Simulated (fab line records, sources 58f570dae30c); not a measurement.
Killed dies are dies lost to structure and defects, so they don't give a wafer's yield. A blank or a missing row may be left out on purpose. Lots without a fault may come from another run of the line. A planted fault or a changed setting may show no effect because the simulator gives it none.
Problem report in the 8D (eight disciplines) form, filled by code | flow berkeley_cmos170 | the parts of the form that need people (team, actions taken, sign-off) are left out

1. THE PROBLEM
beam_energy_keV at UCB170_PWELL_IMPLANT_15 reads a mean of 59.164 on 6 wafers of 2 lots; wafers without a fault read 60.005 with a standard deviation of 0.02. That is -42 standard deviations from the usual mean.
First seen on wafer L731.2, day 5 14:56, on implanter-02. The record holds 18 wafers of 6 lots with a number at this step. Rule for "out", or "out of limits": more than 4 standard deviations from the usual mean. The other wafers with a number count as sound.

2. WHAT IT IS AND WHAT IT IS NOT
question                    | is                     | is not
which readings at this step | beam_energy_keV        | -
which lots                  | L731, L733             | L722, L723, L736, L739
which wafers of those lots  | all that have a number | -
read on which tools         | implanter-02           | implanter-03, implanter-04
when                        | from day 5 14:56       | up to then (6 sound wafers); but 6 sound wafers of L736, L739 came after

3. SUSPECTS, AND WHAT RULES EACH OUT
Counting: a tool at a process step up to the reading stays a suspect if it ran every lot that is out and no sound lot after the first of them.
- implanter-02 at UCB170_PWELL_IMPLANT_15: kept. It ran every lot that is out, first L731 (day 5 14:56), and no sound lot after that; its last sound lot up to then is L723 (day 3 14:29). Its own readings are out on those wafers: beam_energy_keV.
Left after counting: implanter-02 at UCB170_PWELL_IMPLANT_15.

4. THE CAUSE (what the simulator had put in)
Process parameter drift: implanter-02, from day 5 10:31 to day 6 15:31, at UCB170_PWELL_IMPLANT_15. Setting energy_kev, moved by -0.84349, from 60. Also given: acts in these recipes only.
Counting left only this tool.

5. THE CHAIN OF EFFECTS, in route order
Each row: a reading whose mean over the struck wafers that have a number lies more than 3 standard deviations from the usual. Only readings for which the record gives a usual standard deviation are gone through. hours: the time from each lot's start at the first step in this table that gives one to its start at this step, as a median over the lots. sigmas: the change in usual standard deviations.
hours | step                    | reading         | usual  | on struck wafers | change | sigmas
0     | UCB170_PWELL_IMPLANT_15 | beam_energy_keV | 60.005 | 59.164           | -0.841 | -42
The process steps in it:
- UCB170_PWELL_IMPLANT_15

6. WHAT WOULD HAVE CAUGHT IT SOONER
In this record the first reading out of limits was taken at day 5 14:56, 4 hours after the fault began at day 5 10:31.
